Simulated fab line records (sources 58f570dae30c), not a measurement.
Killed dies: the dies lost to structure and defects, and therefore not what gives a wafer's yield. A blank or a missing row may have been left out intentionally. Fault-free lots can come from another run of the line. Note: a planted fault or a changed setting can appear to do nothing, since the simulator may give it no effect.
A single fault, viewed from 2 desks ; flow berkeley_cmos170 ; only its own numbers are on each desk; what lay behind them is given at the end

== AT THE METROLOGY DESK ==
Means of the sampled wafers that have a number, per lot and without regard to the tool the lot ran on: this is what the gauges read. Marked OUT: a lot whose mean sits more than 4 standard deviations from the usual mean, which makes it out of limits; the brackets give that distance.
Columns: A = M3_OVL at UCB170_M3_OVL_MEAS_16, usual 3 nm
lot;first seen here;A
L885;day 8 18:04;9
L886;day 9 05:50;9
L888;day 9 06:37;3
L887;day 9 10:26;-1
L890;day 9 15:28;12
L891;day 10 00:25;-5
L893;day 10 01:31;7
L892;day 10 02:11;3
L895;day 10 14:22;5
L896;day 10 16:05;7
L898;day 11 14:04;1
L900;day 11 16:44;-3
L907;day 13 17:12;-2
This desk's verdict: no lot among the 13 shows anything out of limits.

== FOR THE TOOL OWNER'S DESK: rie_diel-02 ==
The tool's own readings at UCB170_NWELL_ETCH_13 (etches Si3N4 in CH3F/Ar/O2, stops on SiO2, target depth 246.4 nm, time 154 s): means of the sampled wafers that have a number, for each lot that ran on this tool. Marked OUT: a lot whose mean sits more than 4 standard deviations from the usual mean, which makes it out of limits; the brackets give that distance.
Columns: A = drypump_motor_current_A at UCB170_NWELL_ETCH_13, usual 5.4 A; B = oes_product_au at UCB170_NWELL_ETCH_13, usual 0.934 a.u.; C = throttle_valve_pct at UCB170_NWELL_ETCH_13, usual 8.05 %
lot;first seen here;A;B;C
L886;day 2 22:31;5.5;0.949;8.00
L888;day 3 02:25;5.2;0.939;8.06
L891;day 3 21:43;5.3;0.942;7.98
L896;day 4 12:50;5.2;0.930;8.06
L898;day 5 07:35;5.6;0.936;7.98
This desk's verdict: no lot among the 5 shows anything out of limits.

== BROUGHT TOGETHER ==
At the metrology desk, nothing out of limits was observed.
The desk of the tool owner found nothing out of limits.

== WHAT HAD BEEN PUT IN BY THE SIMULATOR ==
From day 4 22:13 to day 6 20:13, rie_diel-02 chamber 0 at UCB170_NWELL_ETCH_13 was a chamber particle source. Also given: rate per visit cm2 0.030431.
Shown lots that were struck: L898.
